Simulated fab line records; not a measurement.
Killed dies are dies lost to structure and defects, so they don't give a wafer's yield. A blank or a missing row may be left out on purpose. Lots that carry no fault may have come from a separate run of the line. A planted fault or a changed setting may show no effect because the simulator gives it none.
Matching of chambers    flow berkeley cmos170    UCB170_SPACER_CVD_00 on pecvd-03: 3 sister chambers
The step deposits SiO2 from TEOS/O2, target thk 376 nm, time 47 s. 6 wafers are shown with their chamber, then 7 later ones without.

## WAFERS PAIRED WITH THEIR CHAMBERS
wafer   chamber  heater power w (W)  pressure mtorr (mTorr)
L316.5  0        240                 8994
L318.5  2        275                 8991
L322.5  2        288                 8997
L322.6  1        242                 9021
L323.1  1        320                 8997
L323.3  0        294                 8999

## WAFERS WITH NO CHAMBER GIVEN
wafer   heater power w (W)  pressure mtorr (mTorr)
L323.6  201                 9042
L329.3  273                 9004
L329.4  276                 9000
L329.6  243                 8987
L333.1  264                 9018
L333.4  277                 9002
L333.5  285                 9007

## WHICH CHAMBER EACH ONE RAN IN
wafer   from the rows above           in truth
L323.6  can't be placed: 1 or 0 or 2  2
L329.3  can't be placed: 1 or 0 or 2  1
L329.4  can't be placed: 0 or 2 or 1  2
L329.6  can't be placed: 0 or 2 or 1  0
L333.1  can't be placed: 1 or 0 or 2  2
L333.4  can't be placed: 0 or 1 or 2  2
L333.5  can't be placed: 1 or 0 or 2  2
Correct placement for 0 of the 7. Unplaceable from these rows: 7, with the true chamber sitting among the candidates in 7. 0 placed wrongly.
How it was worked out, from the rows above alone: a wafer's distance from a chamber is the root of the sum, over the readings, of the square of ((its reading less the chamber's mean) divided by the reading's scatter). If the next closest chamber is less than 2 further off than the closest, the wafer can't be placed; otherwise it belongs to the closest. The mean given for a chamber averages the wafers shown for that chamber. The scatter is the square root of a quotient: the sum, over the shown wafers, of each reading's squared deviation from its chamber's mean, divided by wafers minus chambers.
